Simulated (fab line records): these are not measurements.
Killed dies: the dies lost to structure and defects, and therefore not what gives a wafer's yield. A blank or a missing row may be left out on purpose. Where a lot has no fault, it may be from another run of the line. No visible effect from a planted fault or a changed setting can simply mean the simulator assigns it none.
Shared-tool check -- flow berkeleyCmos170 -- 40 wafers sampled across 14 lots

THE REASON FOR OPENING IT
At UCB170_CONTACT_THK_MEAS_02 the reading CONTACT_PSG_THK is flagged on 2 of 14 lots. No-fault wafers: 684 nm, standard deviation 6.8.
Rule: a lot is flagged in two cases, either no wafer of it has a number, or all its wafers with numbers fall more than 4 standard deviations from that mean. The rest of the lots are taken to be sound.

lot,measured,on,"CONTACT_PSG_THK (nm), wafer by wafer",flag
L540,day 8 01:18,filmMetro-03,698 690 692,
L539,day 8 04:02,filmMetro-03,680 678 683,
L543,day 8 13:32,filmMetro-01,686 687 691,
L541,day 8 13:50,filmMetro-04,675 677 676,
L542,day 8 15:20,filmMetro-04,685 682 685,
L546,day 9 05:15,filmMetro-04,691 695 687,
L544,day 9 05:16,filmMetro-03,685 685 680,
L545,day 9 05:37,filmMetro-01,682 678 687,
L548,day 10 05:11,filmMetro-04,690 689 692,
L549,day 10 06:26,filmMetro-04,721 721,FLAGGED
L552,day 10 14:36,filmMetro-03,727 730,FLAGGED
L553,day 10 16:23,filmMetro-03,695 696 692,
L556,day 11 18:07,filmMetro-01,685 683 688,
L558,day 11 19:55,filmMetro-04,682 682 684,
On average the flagged lots' numbers are 725 nm, which is +41 nm against the usual, or +6 standard deviations.

LOT BY LOT: THE TOOL USED
The record holds 1 process step before the reading, out of a route of 331 steps. Each cell gives the tool, then ch followed by the chambers the sampled wafers passed through, then the start.
lot,flag,UCB170_CONTACT_CVD_01
L540,,"lpcvd-02 ch 0, day 7 23:31"
L539,,"lpcvd-01 ch 1, day 8 01:21"
L543,,"lpcvd-02 ch 0, day 8 11:44"
L541,,"lpcvd-01 ch 0, day 8 12:03"
L542,,"lpcvd-02 ch 0, day 8 13:32"
L546,,"lpcvd-02 ch 1, day 9 03:28"
L544,,"lpcvd-02 ch 0, day 9 03:28"
L545,,"lpcvd-01 ch 0, day 9 03:50"
L548,,"lpcvd-02 ch 0, day 10 03:23"
L549,FLAGGED,"lpcvd-01 ch 1, day 10 04:38"
L552,FLAGGED,"lpcvd-01 ch 1, day 10 12:49"
L553,,"lpcvd-01 ch 0, day 10 14:35"
L556,,"lpcvd-02 ch 1, day 11 16:20"
L558,,"lpcvd-02 ch 1, day 11 18:07"
What these steps do:
- UCB170_CONTACT_CVD_01: deposits PSG from SiH4/O2/PH3, target thk 700 nm, time 2760 s.
- UCB170_CONTACT_THK_MEAS_02

FLAGGED AGAINST TOTAL, ONE TOOL AT A TIME (gauges that did the reading follow at the end)
step,tool,lots run,flagged,share of the flagged lots,sound lots run after its first flagged lot
UCB170_CONTACT_CVD_01,lpcvd-01,6,2,all,1 (L553)
UCB170_CONTACT_CVD_01,lpcvd-02,8,0,none,-
UCB170_CONTACT_THK_MEAS_02,filmMetro-01,3,0,none,-
UCB170_CONTACT_THK_MEAS_02,filmMetro-03,5,1,some,1 (L553)
UCB170_CONTACT_THK_MEAS_02,filmMetro-04,6,1,some,1 (L558)

THE TABLE: WHAT IT ALLOWS
1 row of the table ran every flagged lot: lpcvd-01 at UCB170_CONTACT_CVD_01.
- lpcvd-01 at UCB170_CONTACT_CVD_01 ran 6 lots, 2 of them flagged. Sound lots ran on it after the first flagged one (L553), which a lasting fault on the whole tool wouldn't allow.
No row of the table ran every flagged lot and no sound lot after the first.

WHAT HAD BEEN PUT IN BY THE SIMULATOR
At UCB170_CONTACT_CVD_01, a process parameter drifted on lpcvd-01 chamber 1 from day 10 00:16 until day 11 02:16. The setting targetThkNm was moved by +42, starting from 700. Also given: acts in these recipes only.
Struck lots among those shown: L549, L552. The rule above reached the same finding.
